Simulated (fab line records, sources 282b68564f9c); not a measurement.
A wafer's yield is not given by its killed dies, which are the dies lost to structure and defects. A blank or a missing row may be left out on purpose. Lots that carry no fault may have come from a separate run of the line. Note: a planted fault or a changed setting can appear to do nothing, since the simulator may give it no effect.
fab line records + flow rit-cmos
[record]
- lots = 6
- wafers = 18
- last-day = 7
route steps=202 shown ACTIVE@1
lots that met no fault: taken from a fault-free run of the same line
start-h: the number of hours between the record's first day and the start of the first shown wafer of the lot + wait-h: hours from the lot's prior step to this one + " repeats the value in the row above + L1.1+2: a row that stands for several wafers + - either no value or no given start + * or withheld: withheld + < > ~ a bound
route shown NAME@n: names a module that has steps shown in the file, with the first one's number in the route + usual: mean and standard deviation over wafers with no fault + same: alike in all rows + chamber/n: place in a boat + sites: each site's reading + _std_site: how widely they spread, as a standard deviation + _edge_site: mean of outer sites minus mean of inner sites + radius-mm: how far each site lies from the wafer's centre + mask NAME#n: copy n + behind: the last tool/chamber to shape the wafer + hold: why the lot went on hold/how many hours it stayed there/how the hold came to an end + device: the n, p or np transistor that did not switch + end of line: the tests these same wafers got at the end of their route + where a step has no rows: the recipe by itself + killed: at the first sort, the dies lost to defects and structure; wafer yield is something else + map: a wafer's dies, x killed, . not, _ none there
set.NAME: the setting as run; set.NAME@STEP: as run at that earlier step + model.NAME: the simulator's own value behind a step, which no gauge read
lots at some steps of the route; a table a step, a row a wafer
[[steps]]
[step RIT_ACTIVE_BOW_MEAS_00]
[recipe]
- mode = bow
[usual]
- INCOMING_BOW = 0/5.7
| lot.wafer | tool          | chamber | start-h | wait-h | INCOMING_BOW[um] |
|-----------|---------------|---------|---------|--------|------------------|
| L244.1    | film-metro-03 | -       | 10.00   | -      | 10               |
| L244.2    | "             | -       | "       | "      | -12              |
| L244.4    | "             | -       | "       | "      | 7                |
| L246.2    | film-metro-03 | -       | 20.02   | -      | -4               |
| L246.4    | "             | -       | "       | "      | 4                |
| L246.6    | "             | -       | "       | "      | 3                |
| L254.3    | film-metro-01 | -       | 60.04   | -      | -10              |
| L254.4    | "             | -       | "       | "      | -2               |
| L254.6    | "             | -       | "       | "      | 1                |
| L255.1    | film-metro-04 | -       | 65.00   | -      | 2                |
| L255.4    | "             | -       | "       | "      | -6               |
| L255.5    | "             | -       | "       | "      | 4                |
| L265.1    | film-metro-04 | -       | 115.00  | -      | 5                |
| L265.2    | "             | -       | "       | "      | -5               |
| L265.3    | "             | -       | "       | "      | 2                |
| L266.1    | film-metro-01 | -       | 120.00  | -      | -3               |
| L266.2    | "             | -       | "       | "      | -4               |
| L266.3    | "             | -       | "       | "      | -2               |
[step RIT_ACTIVE_OXIDATION_01]
[recipe]
- temp-c = 1000
- ambient = O2
- target-thk-a = 468
- ox-time-s = 3360
[step RIT_ACTIVE_THK_MEAS_02]
[recipe]
- reads = SiO2_of_ACTIVE_OXIDATION_01
[usual]
- ACTIVE_OXIDE_THK = 46.5/0.8
| lot.wafer | tool          | chamber | start-h | wait-h | ACTIVE_OXIDE_THK[nm] |
|-----------|---------------|---------|---------|--------|----------------------|
| L244.1    | film-metro-03 | -       | 12.98   | 0.0    | 46.7                 |
| L244.2    | "             | -       | "       | "      | 46.0                 |
| L244.4    | "             | -       | "       | "      | 45.9                 |
| L246.2    | film-metro-04 | -       | 22.41   | 0.0    | 46.8                 |
| L246.4    | "             | -       | "       | "      | 46.2                 |
| L246.6    | "             | -       | "       | "      | 46.9                 |
| L254.3    | film-metro-03 | -       | 62.19   | 0.0    | 46.7                 |
| L254.4    | "             | -       | "       | "      | 45.7                 |
| L254.6    | "             | -       | "       | "      | 46.4                 |
| L255.1    | film-metro-04 | -       | 67.05   | 0.0    | 47.1                 |
| L255.4    | "             | -       | "       | "      | 47.0                 |
| L255.5    | "             | -       | "       | "      | 45.3                 |
| L265.1    | film-metro-04 | -       | 117.05  | 0.0    | 45.3                 |
| L265.2    | "             | -       | "       | "      | 45.7                 |
| L265.3    | "             | -       | "       | "      | 45.2                 |
| L266.1    | film-metro-04 | -       | 122.05  | 0.0    | 46.0                 |
| L266.2    | "             | -       | "       | "      | 45.7                 |
| L266.3    | "             | -       | "       | "      | 46.5                 |
[step RIT_ACTIVE_CVD_03]
[recipe]
- material = Si3N4
- target-thk-nm = 150
- temp-c = 810
- precursor = SiH2Cl2/NH3
- time-s = 1500
- pressure-mtorr = 300
- sih2cl2-flow-sccm = 60
- nh3-flow-sccm = 150
[step RIT_ACTIVE_THK_MEAS_04]
[recipe]
- reads = Si3N4_of_ACTIVE_CVD_03
[usual]
- ACTIVE_NITRIDE_THK = 149.7/1.3
| lot.wafer | tool          | chamber | start-h | wait-h | ACTIVE_NITRIDE_THK[nm] |
|-----------|---------------|---------|---------|--------|------------------------|
| L244.1    | film-metro-03 | -       | 14.46   | 0.0    | 147.6                  |
| L244.2    | "             | -       | "       | "      | 146.7                  |
| L244.4    | "             | -       | "       | "      | 147.2                  |
| L246.2    | film-metro-01 | -       | 23.89   | 0.0    | 150.3                  |
| L246.4    | "             | -       | "       | "      | 151.8                  |
| L246.6    | "             | -       | "       | "      | 148.8                  |
| L254.3    | film-metro-01 | -       | 63.76   | 0.0    | 149.3                  |
| L254.4    | "             | -       | "       | "      | 148.7                  |
| L254.6    | "             | -       | "       | "      | 148.3                  |
| L255.1    | film-metro-04 | -       | 69.56   | 0.0    | 150.8                  |
| L255.4    | "             | -       | "       | "      | 150.7                  |
| L255.5    | "             | -       | "       | "      | 150.2                  |
| L265.1    | film-metro-03 | -       | 118.90  | 0.0    | 150.1                  |
| L265.2    | "             | -       | "       | "      | 149.8                  |
| L265.3    | "             | -       | "       | "      | 149.7                  |
| L266.1    | film-metro-01 | -       | 123.53  | 0.0    | 152.6                  |
| L266.2    | "             | -       | "       | "      | 151.8                  |
| L266.3    | "             | -       | "       | "      | 152.7                  |
[step RIT_ACTIVE_HMDS_05]
[recipe]
- prime-time-s = 60
- prime-temp-c = 140
[step RIT_ACTIVE_COAT_06]
[recipe]
- resist = NOVOLAK
- spin-rpm = 3250
- resist-thk-nm = 1000
[step RIT_ACTIVE_SOFTBAKE_07]
[recipe]
- resist = NOVOLAK
- temp-c = 90
- time-s = 60
[step RIT_ACTIVE_EXPOSE_08]
[recipe]
- mask-id = M1
- na = 0.6
- source-shape = conventional
- sigma-outer = 0.6
- target-cd-nm = 1400
- dose-mj = 225
[step RIT_ACTIVE_PEB_09]
[recipe]
- resist = NOVOLAK
- temp-c = withheld
- time-s = withheld
[step RIT_ACTIVE_DEVELOP_10]
[recipe]
- resist = NOVOLAK
- develop-time-s = 50
- dev-temp-c = 23
[usual]
- chill-plate-temp-C = 23.02/0.11
- develop-time-s = 50/0
| lot.wafer | tool           | chamber | start-h | wait-h | chill-plate-temp-C | develop-time-s |
|-----------|----------------|---------|---------|--------|--------------------|----------------|
| L244.1    | litho-track-01 | 0       | 15      | -      | 23.08              | 50             |
| L244.2    | "              | 0       | "       | "      | 22.98              | 50             |
| L244.4    | "              | 0       | "       | "      | 23.20              | 50             |
| L246.2    | litho-track-01 | 0       | 24      | -      | 22.84              | 50             |
| L246.4    | "              | 0       | "       | "      | 22.95              | 50             |
| L246.6    | "              | 0       | "       | "      | 22.90              | 50             |
| L254.3    | litho-track-02 | -       | 64      | -      | -                  | -              |
| L254.4    | "              | -       | "       | "      | -                  | -              |
| L254.6    | "              | -       | "       | "      | -                  | -              |
| L255.1    | litho-track-01 | -       | 70      | -      | -                  | -              |
| L255.4    | "              | -       | "       | "      | -                  | -              |
| L255.5    | "              | -       | "       | "      | -                  | -              |
| L265.1    | litho-track-01 | 0       | 119     | -      | 23.13              | 50             |
| L265.2    | "              | 0       | "       | "      | 23.02              | 50             |
| L265.3    | "              | 0       | "       | "      | 22.91              | 50             |
| L266.1    | litho-track-01 | 0       | 124     | -      | 23.05              | 50             |
| L266.2    | "              | 0       | "       | "      | 22.97              | 50             |
| L266.3    | "              | 0       | "       | "      | 23.05              | 50             |
[step RIT_ACTIVE_CD_MEAS_11]
[recipe]
- target-cd-nm = 1400
[usual]
- cd-nm = 1399.6/2.4
| lot.wafer | tool      | chamber | start-h | wait-h | cd-nm  |
|-----------|-----------|---------|---------|--------|--------|
| L244.1    | cd-sem-01 | -       | 15.50   | -      | 1397.4 |
| L244.2    | "         | -       | "       | "      | 1400.3 |
| L244.4    | "         | -       | "       | "      | 1399.1 |
| L246.2    | cd-sem-02 | -       | 24.81   | -      | 1397.8 |
| L246.4    | "         | -       | "       | "      | 1397.7 |
| L246.6    | "         | -       | "       | "      | 1400.8 |
| L254.3    | cd-sem-01 | -       | 64.89   | -      | -      |
| L254.4    | "         | -       | "       | "      | -      |
| L254.6    | "         | -       | "       | "      | -      |
| L255.1    | cd-sem-02 | -       | 70.67   | -      | -      |
| L255.4    | "         | -       | "       | "      | -      |
| L255.5    | "         | -       | "       | "      | -      |
| L265.1    | cd-sem-02 | -       | 119.94  | -      | 1399.9 |
| L265.2    | "         | -       | "       | "      | 1398.6 |
| L265.3    | "         | -       | "       | "      | 1399.5 |
| L266.1    | cd-sem-02 | -       | 124.56  | -      | 1400.2 |
| L266.2    | "         | -       | "       | "      | 1398.7 |
| L266.3    | "         | -       | "       | "      | 1398.5 |
[[key]]
[first-sign]
- step = RIT_ACTIVE_DEVELOP_10
- reading = tool-record
- direction = missing
effect none on later readings
met-at RIT_ACTIVE_DEVELOP_10
struck-wafers L254.3,L254.4,L254.6,L255.1,L255.4,L255.5
later-rows-left-out L254.3,L254.4,L254.6,L255.1,L255.4,L255.5
sort-left-out L254.3,L254.4,L254.6,L255.1,L255.4,L255.5
tester-left-out L254,L255
onset-between 24 64
[fault]
- kind = skipped-step-whole
- tool = litho-track-01,litho-track-02
- chamber = -
- onset-h = 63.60
- steps = RIT_ACTIVE_DEVELOP_10
- scope = struck-lots-only
// tester-left-out: of these lots the tester's yield and bins aren't shown, on N5 and GAA mostly nor the transistor test; their killed dies are dies lost to structure and defects alone, not to doping, threshold or leakage, so they don't give the yield
// sort-left-out: the simulated sort isn't trusted on such a fault, so these wafers' sort isn't shown, and their yield isn't known
// later-rows-left-out: the simulator's readings of these wafers behind a module that went badly wrong aren't trusted and aren't shown, but for the sort
